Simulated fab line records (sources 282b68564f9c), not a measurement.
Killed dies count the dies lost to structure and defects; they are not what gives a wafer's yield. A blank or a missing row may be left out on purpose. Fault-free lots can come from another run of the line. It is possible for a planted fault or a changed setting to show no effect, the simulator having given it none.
fab line records | flow rit-cmos
[record] lots = 7 wafers = 21 last-day = 7
route steps=202 shown ACTIVE@19 FOX1@20 FOX2@23 NWELL@28 M1@202
lots untouched by any fault: they come from a run of this same line in which no faults occurred
start-h: hours from the record's opening day to when the first of the lot's shown wafers began | wait-h: hours elapsed since this lot's preceding step | " unchanged from the row above | L1.1+2: a row that stands for several wafers | - no value, or no start given | * or withheld: withheld | < > ~ a bound
route shown NAME@n: NAME is a module with steps in the file, n the number in the route of the first one | usual: the fault-free wafers' mean and standard deviation | same: alike in all rows | chamber/n: place in a boat | sites: per-site readings | _std_site: the standard deviation of these | _edge_site: inner sites' mean taken away from outer sites' mean | radius-mm: for every site, how far away it sits from the centre of the wafer | mask NAME#n: copy n | behind: the tool/chamber that last shaped the wafer | hold: why the lot was held/for how many hours/how that ended | device: whichever transistor did not switch (one of n, p or np) | end of line: at the end of the route, the tests of the same wafers | for a step that has no rows: nothing shown but its recipe | killed: count of dies lost to structure and defects at first sort (not the wafer's yield) | map: a wafer's dies, marking killed ones x, the rest . and places with no die _
set.NAME: the setting as run; set.NAME@STEP: as run at that earlier step | model.NAME: the simulator's own value behind a step, which no gauge read
a table for each step, a row for each wafer; lots at some steps of the route
services: the hour from which a tool's chamber was out of use, counted from the record's first day as start-h (under 0 if before that day), plus the number of hours and why
[[steps]]
[step RIT_ACTIVE_CLEAN_17]
[recipe] chemistry = SC2 mix = 3:3:50 time-s = 600 temp-c = 75 dry = n2-spin
[step RIT_FOX1_OXIDATION_00]
[recipe] temp-c = 1100 ambient = H2O target-thk-a = 3507 p-h2o-torr = 720 ox-time-s = 1130
[step RIT_FOX1_THK_MEAS_01]
[recipe] reads = SiO2_of_FOX1_OXIDATION_00
[usual] FOX1_OXIDE_THK = 348/6.5
// columns lot.wafer tool chamber start-h wait-h FOX1_OXIDE_THK[nm]
L340.1 film-metro-01 - 39.96 0.0 351
L340.2 " - " " 346
L340.5 " - " " 350
L341.2 film-metro-02 - 43.46 0.0 347
L341.4 " - " " 341
L341.6 " - " " 344
L346.1 film-metro-04 - 69.12 0.0 349
L346.2 " - " " 340
L346.5 " - " " 338
L347.2 film-metro-01 - 73.19 0.0 351
L347.3 " - " " 345
L347.4 " - " " 347
L349.1 film-metro-02 - 82.45 0.0 350
L349.3 " - " " 347
L349.6 " - " " 349
L352.2 film-metro-02 - 102.45 0.0 341
L352.5 " - " " 343
L352.6 " - " " 348
L355.3 film-metro-01 - 113.70 0.0 352
L355.4 " - " " 352
L355.6 " - " " 353
[step RIT_FOX1_WET_ETCH_02]
[recipe] chemistry = BOE target-depth-nm = 350 time-s = 390 temp-c = 21.5 dry = n2-spin dilution = 10:1 target = SiO2
[step RIT_FOX2_OXIDATION_00]
[recipe] temp-c = 1100 ambient = H2O target-thk-a = 3507 p-h2o-torr = 720 ox-time-s = 1130
[step RIT_FOX2_THK_MEAS_01]
[recipe] reads = SiO2_of_FOX2_OXIDATION_00
[usual] FOX2_OXIDE_THK = 348/6.6
// columns lot.wafer tool chamber start-h wait-h FOX2_OXIDE_THK[nm]
L340.1 film-metro-01 - 42.46 0.0 349
L340.2 " - " " 346
L340.5 " - " " 346
L341.2 film-metro-03 - 45.15 0.0 342
L341.4 " - " " 347
L341.6 " - " " 348
L346.1 film-metro-01 - 71.50 0.0 346
L346.2 " - " " 354
L346.5 " - " " 341
L347.2 film-metro-01 - 74.76 0.0 352
L347.3 " - " " 356
L347.4 " - " " 354
L349.1 film-metro-02 - 83.94 0.0 345
L349.3 " - " " 358
L349.6 " - " " 349
L352.2 film-metro-01 - 103.94 0.0 354
L352.5 " - " " 352
L352.6 " - " " 353
L355.3 film-metro-01 - 115.19 0.0 348
L355.4 " - " " 357
L355.6 " - " " 353
[step RIT_FOX2_CLEAN_02]
[recipe] chemistry = dHF dilution = 50:1 time-s = 180
[step RIT_FOX2_WET_ETCH_03]
[recipe] chemistry = H3PO4 target = Si3N4 target-depth-nm = 195 temp-c = 165 time-s = 2659
[step RIT_FOX2_THK_MEAS_90]
[recipe] reads = SiO2_of_FOX2_OXIDATION_00
[usual] FIELD_OXIDE_LEFT_1_THK = 321/6.6
// columns lot.wafer tool chamber start-h wait-h FIELD_OXIDE_LEFT_1_THK[nm]
L340.1 film-metro-01 - 43.34 0.0 322
L340.2 " - " " 319
L340.5 " - " " 319
L341.2 film-metro-01 - 46.03 0.0 315
L341.4 " - " " 320
L341.6 " - " " 321
L346.1 film-metro-01 - 72.46 0.0 320
L346.2 " - " " 327
L346.5 " - " " 315
L347.2 film-metro-01 - 78.49 0.0 325
L347.3 " - " " 328
L347.4 " - " " 326
L349.1 film-metro-02 - 84.98 0.0 318
L349.3 " - " " 331
L349.6 " - " " 322
L352.2 film-metro-03 - 104.82 0.0 327
L352.5 " - " " 325
L352.6 " - " " 326
L355.3 film-metro-02 - 116.13 0.0 321
L355.4 " - " " 330
L355.6 " - " " 325
[step RIT_NWELL_HMDS_00]
[recipe] prime-time-s = 60 prime-temp-c = 140
[step RIT_NWELL_COAT_01]
[recipe] resist = NOVOLAK spin-rpm = 2000 resist-thk-nm = 1300
[step RIT_NWELL_SOFTBAKE_02]
[recipe] resist = NOVOLAK temp-c = 90 time-s = 60
[step RIT_NWELL_EXPOSE_03]
[recipe] mask-id = M2 na = 0.57 target-cd-nm = 43900 dose-mj = 250
// columns lot.wafer tool chamber start-h wait-h mask model.NWELL.overlay-x-nm
L340.1+2+5 iline-stepper-02 0 43.98 0.2 M2#0 -0.07066
L341.2+4+6 iline-stepper-01 0 46.73 0.2 M2#0 -0.7214
L346.1+2+5 iline-stepper-02 0 72.97 0.1 M2#0 -151.1
L347.2+3+4 iline-stepper-01 0 79.13 0.2 M2#0 -1.434
L349.1+3+6 iline-stepper-02 0 85.61 0.2 M2#0 -149.9
L352.2+5+6 iline-stepper-02 0 105.46 0.2 M2#0 -149.6
L355.3+4+6 iline-stepper-01 0 116.79 0.2 M2#0 -3.333
[step RIT_NWELL_PEB_04]
[recipe] resist = NOVOLAK temp-c = withheld time-s = withheld
[step RIT_NWELL_DEVELOP_05]
[recipe] resist = NOVOLAK develop-time-s = 68 dev-temp-c = 23
[step RIT_NWELL_OVL_MEAS_06]
[usual] NWELL_OVL = 0.7/1.4
// columns lot.wafer tool chamber start-h wait-h NWELL_OVL[nm]
L340.1 overlay-01 - 44.47 - 1.2
L340.2 " - " " 1.4
L340.5 " - " " 1.5
L341.2 overlay-01 - 47.15 - -0.7
L341.4 " - " " 0.5
L341.6 " - " " 0.6
L346.1 overlay-02 - 73.40 - -149.0
L346.2 " - " " -149.3
L346.5 " - " " -149.9
L347.2 overlay-02 - 79.55 - -0.5
L347.3 " - " " 0.2
L347.4 " - " " -0.1
L349.1 overlay-02 - 86.04 - -150.1
L349.3 " - " " -149.9
L349.6 " - " " -149.4
L352.2 overlay-01 - 105.88 - -149.8
L352.5 " - " " -150.0
L352.6 " - " " -150.7
L355.3 overlay-02 - 117.19 - 0.1
L355.4 " - " " -2.0
L355.6 " - " " -0.5
[step RIT_NWELL_HARDBAKE_07]
[recipe] resist = NOVOLAK temp-c = 140 time-s = 120
[step RIT_M1_PROBE_99]
[usual] killed_at_M0_to_M3 = 0.0/0.16 killed-at-contacts = 0.1/0.24 killed-at-front-end = 7/3.2 killed-dies = 7/3.2 killed-open = 3.4/2 killed-short = 3.5/2.2
[same] gross-dies = 264 killed_at_M4_up = 0 killed-at-back-side = 0 killed-at-other = 0
// columns lot.wafer tool chamber start-h wait-h killed_at_M0_to_M3 killed-at-contacts killed-at-front-end killed-dies killed-open killed-short model.etest.well-edge-right.line-ohm-um model.etest.well-edge-left.line-ohm-um
L340.1 prober-02 - 86.48 0.1 0 0 5 5 3 2 182.7 182.7
L340.2 prober-02 - 86.53 0.1 0 0 3 3 1 2 184.6 186.3
L340.5 prober-02 - 86.68 0.2 0 0 8 8 3 5 184.8 183.6
L341.2 prober-01 - 89.55 0.1 0 0 4 4 2 2 182.6 180.9
L341.4 prober-01 - 89.65 0.2 0 0 5 5 2 3 180.4 181
L341.6 prober-01 - 89.75 0.2 1 0 7 8 2 6 181.7 182.8
L346.1 prober-02 - 116.75 0.1 0 0 9 9 3 6 190.1 177.6
L346.2 prober-02 - 116.80 0.1 0 1 5 6 2 4 191.1 176.2
L346.5 prober-02 - 116.95 0.2 0 0 12 12 5 7 189.6 175.6
L347.2 prober-01 - 121.94 0.1 0 0 13 13 3 10 185.6 183.3
L347.3 prober-01 - 121.99 0.2 0 0 10 10 3 7 184.2 182
L347.4 prober-01 - 122.04 0.2 0 0 6 6 2 4 182.2 183.2
L349.1 prober-01 - 126.84 0.1 0 0 5 5 1 4 190.6 177.4
L349.3 prober-01 - 126.94 0.2 0 0 8 8 3 5 189.5 176.9
L349.6 prober-01 - 127.09 0.2 0 0 5 5 3 2 190.6 176.3
L352.2 prober-02 - 145.13 0.1 1 0 5 6 2 4 194 177.1
L352.5 prober-02 - 145.28 0.2 0 0 9 9 3 6 194.3 176.8
L352.6 prober-02 - 145.33 0.2 0 0 9 9 4 5 191.3 176.5
L355.3 prober-01 - 157.54 0.2 0 0 6 6 5 1 181.8 183.1
L355.4 prober-01 - 157.59 0.2 0 0 6 6 6 0 184.7 183.5
L355.6 prober-01 - 157.69 0.2 0 0 4 4 2 2 184.8 183.9
// killed by level:class
L340.1 SILICIDE:geometric-particle:short=2 FOX2:geometric-particle:open=1 GATE:geometric-particle:open=1 SPACER:geometric-particle:open=1
L340.2 GATE:geometric-particle:open=1 GATE:geometric-particle:short=1 REOX:geometric-particle:short=1
L340.5 SPACER:geometric-particle:short=3 GATE:geometric-particle:short=2 SPACER:geometric-particle:open=2 FOX1:geometric-particle:open=1
L341.2 FOX2:geometric-particle:short=1 REOX:geometric-particle:open=1 SPACER:geometric-particle:short=1 SPACER:geometric-particle:open=1
L341.4 FOX1:geometric-particle:short=1 GATE:geometric-particle:open=1 GATE:geometric-particle:short=1 SPACER:geometric-particle:short=1 SPACER:geometric-particle:open=1
L341.6 GATE:geometric-particle:short=3 FOX2:geometric-particle:short=1 GATE:geometric-particle:open=1 SPACER:geometric-particle:open=1 SPACER:geometric-particle:short=1 M1:geometric-particle:short=1
L346.1 GATE:geometric-particle:short=4 FOX2:geometric-particle:open=2 FOX2:geometric-particle:short=1 GATE:geometric-particle:open=1 REOX:geometric-particle:short=1
L346.2 REOX:geometric-particle:short=2 FOX2:geometric-particle:short=1 FOX2:geometric-particle:open=1 SPACER:geometric-particle:open=1 CONTACT:geometric-particle:short=1
L346.5 REOX:geometric-particle:short=3 FOX2:geometric-particle:open=2 GATE:geometric-particle:short=2 FOX1:geometric-particle:open=1 FOX2:geometric-particle:short=1 GATE:geometric-particle:open=1 SPACER:geometric-particle:open=1 SILICIDE:geometric-particle:short=1
L347.2 FOX1:geometric-particle:short=3 GATE:geometric-particle:short=3 GATE:geometric-particle:open=2 REOX:geometric-particle:short=2 SPACER:geometric-particle:short=2 FOX1:geometric-particle:open=1
L347.3 GATE:geometric-particle:short=3 SPACER:geometric-particle:short=2 FOX1:geometric-particle:short=1 FOX1:geometric-particle:open=1 GATE:geometric-particle:open=1 SPACER:geometric-particle:open=1 SILICIDE:geometric-particle:short=1
L347.4 GATE:geometric-particle:short=2 FOX1:geometric-particle:short=1 FOX1:geometric-particle:open=1 FOX2:geometric-particle:open=1 SILICIDE:geometric-particle:short=1
L349.1 GATE:geometric-particle:short=2 SPACER:geometric-particle:short=2 REOX:geometric-particle:open=1
L349.3 GATE:geometric-particle:open=2 GATE:geometric-particle:short=2 SPACER:geometric-particle:short=2 REOX:geometric-particle:open=1 SILICIDE:geometric-particle:short=1
L349.6 FOX1:geometric-particle:open=1 GATE:geometric-particle:open=1 GATE:geometric-particle:short=1 REOX:geometric-particle:open=1 SILICIDE:geometric-particle:short=1
L352.2 FOX1:geometric-particle:short=2 FOX2:geometric-particle:open=1 GATE:geometric-particle:short=1 SILICIDE:geometric-particle:open=1 M1:geometric-particle:short=1
L352.5 FOX1:geometric-particle:short=3 FOX1:geometric-particle:open=2 SILICIDE:geometric-particle:short=2 GATE:geometric-particle:open=1 REOX:geometric-particle:short=1
L352.6 FOX1:geometric-particle:short=2 GATE:geometric-particle:open=2 FOX2:geometric-particle:open=1 GATE:geometric-particle:short=1 REOX:geometric-particle:short=1 SPACER:geometric-particle:open=1 SILICIDE:geometric-particle:short=1
L355.3 SILICIDE:geometric-particle:open=3 FOX1:geometric-particle:short=1 GATE:geometric-particle:open=1 REOX:geometric-particle:open=1
L355.4 FOX1:geometric-particle:open=2 GATE:geometric-particle:open=2 FOX2:geometric-particle:open=1 SPACER:geometric-particle:open=1
L355.6 FOX1:geometric-particle:short=1 FOX2:geometric-particle:open=1 GATE:geometric-particle:short=1 REOX:geometric-particle:open=1
[[services]]
// columns tool chamber start-h hours kind
iline-stepper-01 - 58.23 2.1 pm
iline-stepper-01 - 60.32 - consumable-replace:lamp
iline-stepper-01 - 105.38 7.3 repair
iline-stepper-02 - 116.02 1.0 repair
[[key]]
[first-sign] step = RIT_NWELL_OVL_MEAS_06 reading = NWELL_OVL direction = down sigmas = 99+ usual = 0.7 struck = -149.8
effect none on later readings
[model-effect] step = RIT_NWELL_EXPOSE_03 value = NWELL.overlay-x-nm without = -0.2235 struck = -150.2
[model-effect] step = RIT_M1_PROBE_99 value = etest.well-edge-right.line-ohm-um without = 182.9 struck = 191.2
met-at RIT_NWELL_EXPOSE_03
struck-wafers L346.1,L346.2,L346.5,L349.1,L349.3,L349.6,L352.2,L352.5,L352.6
tester-left-out L346,L349,L352
onset-between 43.98 72.97
[fault] kind = scanner-matching-overlay tool = iline-stepper-02 chamber = - onset-h = 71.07 steps = RIT_NWELL_EXPOSE_03 offset = -150
// tester-left-out: of these lots the tester's yield and bins aren't shown, on N5 and GAA mostly nor the transistor test; their killed dies are dies lost to structure and defects alone, not to doping, threshold or leakage, so they don't give the yield
